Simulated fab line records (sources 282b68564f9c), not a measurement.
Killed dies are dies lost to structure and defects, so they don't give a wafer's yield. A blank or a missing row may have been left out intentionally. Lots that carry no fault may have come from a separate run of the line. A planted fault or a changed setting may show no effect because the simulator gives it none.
Split-lot study || flow rit cmos || 23 wafers read across 5 lots, on a route 202 steps long

== SPLIT DETAILS ==
At RIT_NRETRO_COAT_01 (resist thk 1300 nm), the setting resist thk nm was moved away from the recipe's 1300 nm on 11 of the 23 wafers read, by -3.4% to +3.2%. This setting was run at the recipe's value on the other wafers.

The reading is taken at the split's own step.

== THE READING ==
NOVOLAK_of_NRETRO_COAT_01.thk nm (the simulator's own value, which no gauge read), in nm, at RIT_NRETRO_COAT_01 (resist thk 1300 nm). No usual value for it is given in the file. Across the 12 wafers here that went through the recipe, the average is 1299 nm and the standard deviation 3.2 nm.

{"wafer": "L075.1", "tool, chamber at the split": "litho track-04, 0", "resist thk nm as run, nm": 1256, "against the recipe": "-3.4%", "NOVOLAK_of_NRETRO_COAT_01.thk nm, nm": 1248, "against lot-mates on the recipe": -50}
{"wafer": "L075.2", "tool, chamber at the split": "litho track-04, 0", "resist thk nm as run, nm": 1256, "against the recipe": "-3.4%", "NOVOLAK_of_NRETRO_COAT_01.thk nm, nm": 1252, "against lot-mates on the recipe": -46}
{"wafer": "L075.5", "tool, chamber at the split": "litho track-04, 0", "resist thk nm as run, nm": 1256, "against the recipe": "-3.4%", "NOVOLAK_of_NRETRO_COAT_01.thk nm, nm": 1252, "against lot-mates on the recipe": -46}
{"wafer": "L075.4", "tool, chamber at the split": "litho track-04, 0", "resist thk nm as run, nm": 1300, "against the recipe": "recipe", "NOVOLAK_of_NRETRO_COAT_01.thk nm, nm": 1300, "against lot-mates on the recipe": "-"}
{"wafer": "L075.6", "tool, chamber at the split": "litho track-04, 0", "resist thk nm as run, nm": 1300, "against the recipe": "recipe", "NOVOLAK_of_NRETRO_COAT_01.thk nm, nm": 1296, "against lot-mates on the recipe": "-"}
{"wafer": "L078.2", "tool, chamber at the split": "litho track-04, 0", "resist thk nm as run, nm": 1300, "against the recipe": "recipe", "NOVOLAK_of_NRETRO_COAT_01.thk nm, nm": 1295, "against lot-mates on the recipe": "-"}
{"wafer": "L078.4", "tool, chamber at the split": "litho track-04, 0", "resist thk nm as run, nm": 1300, "against the recipe": "recipe", "NOVOLAK_of_NRETRO_COAT_01.thk nm, nm": 1303, "against lot-mates on the recipe": "-"}
{"wafer": "L078.5", "tool, chamber at the split": "litho track-04, 0", "resist thk nm as run, nm": 1300, "against the recipe": "recipe", "NOVOLAK_of_NRETRO_COAT_01.thk nm, nm": 1299, "against lot-mates on the recipe": "-"}
{"wafer": "L079.1", "tool, chamber at the split": "litho track-03, 0", "resist thk nm as run, nm": 1300, "against the recipe": "recipe", "NOVOLAK_of_NRETRO_COAT_01.thk nm, nm": 1305, "against lot-mates on the recipe": "-"}
{"wafer": "L079.2", "tool, chamber at the split": "litho track-03, 0", "resist thk nm as run, nm": 1300, "against the recipe": "recipe", "NOVOLAK_of_NRETRO_COAT_01.thk nm, nm": 1304, "against lot-mates on the recipe": "-"}
{"wafer": "L079.3", "tool, chamber at the split": "litho track-03, 0", "resist thk nm as run, nm": 1341, "against the recipe": "+3.2%", "NOVOLAK_of_NRETRO_COAT_01.thk nm, nm": 1341, "against lot-mates on the recipe": "+36"}
{"wafer": "L079.4", "tool, chamber at the split": "litho track-03, 0", "resist thk nm as run, nm": 1341, "against the recipe": "+3.2%", "NOVOLAK_of_NRETRO_COAT_01.thk nm, nm": 1346, "against lot-mates on the recipe": "+42"}
{"wafer": "L079.5", "tool, chamber at the split": "litho track-03, 0", "resist thk nm as run, nm": 1341, "against the recipe": "+3.2%", "NOVOLAK_of_NRETRO_COAT_01.thk nm, nm": 1344, "against lot-mates on the recipe": "+40"}
{"wafer": "L080.1", "tool, chamber at the split": "litho track-04, 0", "resist thk nm as run, nm": 1275, "against the recipe": "-1.9%", "NOVOLAK_of_NRETRO_COAT_01.thk nm, nm": 1272, "against lot-mates on the recipe": -24}
{"wafer": "L080.6", "tool, chamber at the split": "litho track-04, 0", "resist thk nm as run, nm": 1275, "against the recipe": "-1.9%", "NOVOLAK_of_NRETRO_COAT_01.thk nm, nm": 1272, "against lot-mates on the recipe": -24}
{"wafer": "L080.2", "tool, chamber at the split": "litho track-04, 0", "resist thk nm as run, nm": 1300, "against the recipe": "recipe", "NOVOLAK_of_NRETRO_COAT_01.thk nm, nm": 1296, "against lot-mates on the recipe": "-"}
{"wafer": "L080.3", "tool, chamber at the split": "litho track-04, 0", "resist thk nm as run, nm": 1275, "against the recipe": "-1.9%", "NOVOLAK_of_NRETRO_COAT_01.thk nm, nm": 1270, "against lot-mates on the recipe": -26}
{"wafer": "L080.5", "tool, chamber at the split": "litho track-04, 0", "resist thk nm as run, nm": 1300, "against the recipe": "recipe", "NOVOLAK_of_NRETRO_COAT_01.thk nm, nm": 1297, "against lot-mates on the recipe": "-"}
{"wafer": "L082.1", "tool, chamber at the split": "litho track-04, 0", "resist thk nm as run, nm": 1276, "against the recipe": "-1.8%", "NOVOLAK_of_NRETRO_COAT_01.thk nm, nm": 1274, "against lot-mates on the recipe": -25}
{"wafer": "L082.2", "tool, chamber at the split": "litho track-04, 0", "resist thk nm as run, nm": 1300, "against the recipe": "recipe", "NOVOLAK_of_NRETRO_COAT_01.thk nm, nm": 1297, "against lot-mates on the recipe": "-"}
{"wafer": "L082.3", "tool, chamber at the split": "litho track-04, 0", "resist thk nm as run, nm": 1300, "against the recipe": "recipe", "NOVOLAK_of_NRETRO_COAT_01.thk nm, nm": 1299, "against lot-mates on the recipe": "-"}
{"wafer": "L082.4", "tool, chamber at the split": "litho track-04, 0", "resist thk nm as run, nm": 1300, "against the recipe": "recipe", "NOVOLAK_of_NRETRO_COAT_01.thk nm, nm": 1301, "against lot-mates on the recipe": "-"}
{"wafer": "L082.6", "tool, chamber at the split": "litho track-04, 0", "resist thk nm as run, nm": 1276, "against the recipe": "-1.8%", "NOVOLAK_of_NRETRO_COAT_01.thk nm, nm": 1272, "against lot-mates on the recipe": -27}

THE FIT
A straight line over all 23 wafers: NOVOLAK_of_NRETRO_COAT_01.thk nm changes by +14.3 nm for each +1% of resist thk nm; r = +1.00; the points scatter about the line by 2.7 nm.
The same after taking each lot's own level away (the mean of its wafers on the recipe; 23 wafers): +13.2 nm for each +1%; r = +1.00; scatter 2.3 nm.
Per that fit: largest resist thk nm move, reading shift of 45 nm.
The lots' own levels span 1296.5 to 1304.5 nm, that is 2.5 times the standard deviation above.
Hence the lot-to-lot level has little effect on the slope; both slopes agree.
Check: with one of the wafers moved furthest among these (-3.4%) left out of the fit, the line predicts -44.6 nm for it against its lot-mates. It came out at -50 nm against them.

== ADDITIONAL SPLITS CARRIED BY THESE WAFERS ==
Other splits were also applied to these wafers ahead of the reading. Each is held against what the fit with the lots' levels taken away leaves over:
{"other split on the same wafers": "RIT_ACTIVE_SOFTBAKE_07 temp c", "wafers away from the commonest value": 5, "r with NOVOLAK_of_NRETRO_COAT_01.thk nm (lot level and that fit taken away)": "+0.09"}
{"other split on the same wafers": "RIT_NWELL_IMPLANT_08 dose cm2", "wafers away from the commonest value": 10, "r with NOVOLAK_of_NRETRO_COAT_01.thk nm (lot level and that fit taken away)": "+0.15"}
{"other split on the same wafers": "RIT_PWELL_IMPLANT_08 dose cm2", "wafers away from the commonest value": 10, "r with NOVOLAK_of_NRETRO_COAT_01.thk nm (lot level and that fit taken away)": "+0.18"}

== THE FILE'S OWN FIT ==
NOVOLAK_of_NRETRO_COAT_01.thk nm changes by +13.3 nm for each +1% of resist thk nm, r = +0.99.
